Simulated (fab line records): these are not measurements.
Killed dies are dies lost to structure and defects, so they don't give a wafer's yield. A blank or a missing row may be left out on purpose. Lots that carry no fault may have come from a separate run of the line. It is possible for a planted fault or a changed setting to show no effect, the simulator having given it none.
Which tool did it? :: flow berkeley cmos170 :: 24 wafers from 8 lots sampled at 2 of the route's 331 steps

== WHAT THE GAUGES SHOWED, per wafer ==
UCB170_GATE_THK_MEAS_02.
lot: L427
measured: day 6 09:48
on: film metro-02
GATE_OXIDE_THK (nm): 6.32 6.29 6.54

lot: L428
measured: day 6 09:55
on: film metro-04
GATE_OXIDE_THK (nm): 6.58 6.52 6.40

lot: L429
measured: day 6 09:50
on: film metro-02
GATE_OXIDE_THK (nm): 6.55 6.58 6.56

lot: L430
measured: day 7 10:35
on: film metro-01
GATE_OXIDE_THK (nm): 6.59 6.67 6.71

lot: L431
measured: day 7 10:33
on: film metro-04
GATE_OXIDE_THK (nm): 6.59 6.69 6.67

lot: L434
measured: day 8 05:19
on: film metro-02
GATE_OXIDE_THK (nm): 7.64 7.49 7.51 7.62 7.53 7.46

lot: L435
measured: day 8 05:23
on: film metro-01
GATE_OXIDE_THK (nm): 7.51 7.53 7.59 7.51 7.50 7.62

lot: L436
measured: day 8 05:19
on: film metro-01
GATE_OXIDE_THK (nm): 7.43 7.56 7.48 7.35 7.57 7.44

== EACH LOT AND THE TOOL THAT RAN IT (in order: tool; ch and the chambers of the sampled wafers; start) ==
lot: L427
UCB170_GATE_OXIDATION_01: furnace-04 ch 0, day 6 08:17

lot: L428
UCB170_GATE_OXIDATION_01: furnace-04 ch 0, day 6 08:17

lot: L429
UCB170_GATE_OXIDATION_01: furnace-04 ch 0, day 6 08:17

lot: L430
UCB170_GATE_OXIDATION_01: furnace-01 ch 0, day 7 09:03

lot: L431
UCB170_GATE_OXIDATION_01: furnace-01 ch 0, day 7 09:03

lot: L434
UCB170_GATE_OXIDATION_01: furnace-01 ch 0, day 8 03:49

lot: L435
UCB170_GATE_OXIDATION_01: furnace-01 ch 0, day 8 03:49

lot: L436
UCB170_GATE_OXIDATION_01: furnace-01 ch 0, day 8 03:49
- UCB170_GATE_OXIDATION_01: target thk 6.6 nm, ox time 1800 s.

== THE ANSWER, worked out from the rows above alone ==
Rule: usual is defined by the lots themselves. Put in order of their means at a reading, lots are off if they are a third of the lots or fewer, leave a main group of 4 or more, and stand apart from it by a gap of 3 or more times the standard deviation of the main group's means; of several such gaps the widest counts. If all means in a main group match to the digits the tables above print for the reading, that group is not used. Also off: a lot with no number at a reading for which 4 or more lots have one. Any other lot the step has rows for is counted as sound.
No lot is off on any of the readings shown, so nothing can be concluded from this.

== WHAT THE SIMULATOR PUT IN ==
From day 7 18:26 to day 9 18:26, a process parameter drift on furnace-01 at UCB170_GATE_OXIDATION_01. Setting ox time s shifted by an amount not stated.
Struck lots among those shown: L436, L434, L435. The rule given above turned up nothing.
